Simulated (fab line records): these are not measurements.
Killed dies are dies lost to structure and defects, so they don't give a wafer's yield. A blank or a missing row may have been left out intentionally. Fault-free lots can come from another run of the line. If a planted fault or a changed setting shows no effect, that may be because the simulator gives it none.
Split-lot experiment ; flow rit_cmos ; 23 wafers read from 5 lots, route of 202 steps

SPLIT DETAILS
At RIT_PSD_SOFTBAKE_02 (time 60 s), the setting temp_c was moved away from the recipe's 90 C on 8 of the 23 wafers read, by -2.1% to +3.0%. The other wafers ran this setting at the recipe's value.

FROM THE SPLIT TO THE READING: what the file shows between them, 2 steps
- RIT_PSD_EXPOSE_03: exposes mask M10, target cd 40900 nm
- RIT_PSD_PEB_04

THE READING
NOVOLAK_of_PSD_COAT_01.thk_nm (the simulator's own value, which no gauge read), in nm, at RIT_PSD_DEVELOP_05 (develop time 50 s). The file gives no usual value for it. The 15 wafers here that ran the recipe average 998.9 nm, standard deviation 1.3 nm.

wafer;tool, chamber at the split;temp_c as run, C;against the recipe;NOVOLAK_of_PSD_COAT_01.thk_nm, nm;against lot-mates on the recipe
L074.2;litho_track-01, 0;90;recipe;998.9;-
L074.3;litho_track-01, 0;92.69;+3.0%;991.8;-7.0
L074.4;litho_track-01, 0;92.69;+3.0%;990.2;-8.6
L074.5;litho_track-01, 0;92.69;+3.0%;989.9;-8.9
L074.6;litho_track-01, 0;90;recipe;998.7;-
L075.1;litho_track-01, 0;88.14;-2.1%;1002;+2.0
L075.2;litho_track-01, 0;90;recipe;1000;-
L075.5;litho_track-01, 0;90;recipe;1000;-
L075.3;litho_track-01, 0;88.14;-2.1%;1006;+6.0
L075.6;litho_track-01, 0;90;recipe;999.9;-
L078.1;litho_track-03, 0;91.95;+2.2%;996.5;-2.8
L078.2;litho_track-03, 0;91.95;+2.2%;995.5;-3.8
L078.4;litho_track-03, 0;90;recipe;1001;-
L078.5;litho_track-03, 0;90;recipe;997.6;-
L078.6;litho_track-03, 0;91.95;+2.2%;992.5;-6.8
L079.1;litho_track-03, 0;90;recipe;999.8;-
L079.2;litho_track-03, 0;90;recipe;996.1;-
L079.3;litho_track-03, 0;90;recipe;998.6;-
L079.4;litho_track-03, 0;90;recipe;998.8;-
L079.6;litho_track-03, 0;90;recipe;996.5;-
L081.1;litho_track-01, 0;90;recipe;998.6;-
L081.5;litho_track-01, 0;90;recipe;998.4;-
L081.6;litho_track-01, 0;90;recipe;1000;-

FIT RESULTS
A straight line over all 23 wafers: NOVOLAK_of_PSD_COAT_01.thk_nm changes by -2.47 nm for each +1% of temp_c; r = -0.92; the points scatter about the line by 1.6 nm.
The same after taking each lot's own level away (the mean of its wafers on the recipe; 23 wafers): -2.38 nm for each +1%; r = -0.92; scatter 1.4 nm.
The reading moves by 7.1 nm for the largest change in temp_c, on that fit.
Across the lots, their own levels run from 997.96 to 999.97 nm, a range of 1.5 times the standard deviation given above.
So the lot-to-lot level changes the slope little: the two slopes agree.
Check: -7.28 nm against its lot-mates is what the line predicts for one of the wafers moved furthest among these (+3.0%) when that wafer is left out of the fit. Against them it came out at -7 nm.

OTHER SPLITS APPLIED TO THESE WAFERS
Note: prior to the reading, these wafers also went through further splits. Each is held against what the fit with the lots' levels taken away leaves over:
other split on the same wafers;wafers away from the commonest value;r with NOVOLAK_of_PSD_COAT_01.thk_nm (lot level and that fit taken away)
RIT_ACTIVE_CVD_03 pressure_mtorr;18;-0.07
RIT_ACTIVE_EXPOSE_08 dose_mj;5;-0.11
RIT_ACTIVE_ETCH_13 rf_w;8;+0.10
RIT_NWELL_IMPLANT_08 dose_cm2;6;-0.07
RIT_PWELL_SOFTBAKE_02 temp_c;8;-0.17
RIT_PWELL_DEVELOP_05 develop_time_s;7;+0.01
RIT_PRETRO_IMPLANT_08 energy_kev;10;-0.04
RIT_GATE_OXIDATION_05 temp_c;10;-0.15
RIT_NLDD_IMPLANT_08 dose_cm2;4;+0.14
RIT_PLDD_SOFTBAKE_02 temp_c;11;-0.04

THE FILE'S OWN FIT
NOVOLAK_of_PSD_COAT_01.thk_nm changes by -2.3 nm for each +1% of temp_c, r = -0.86.
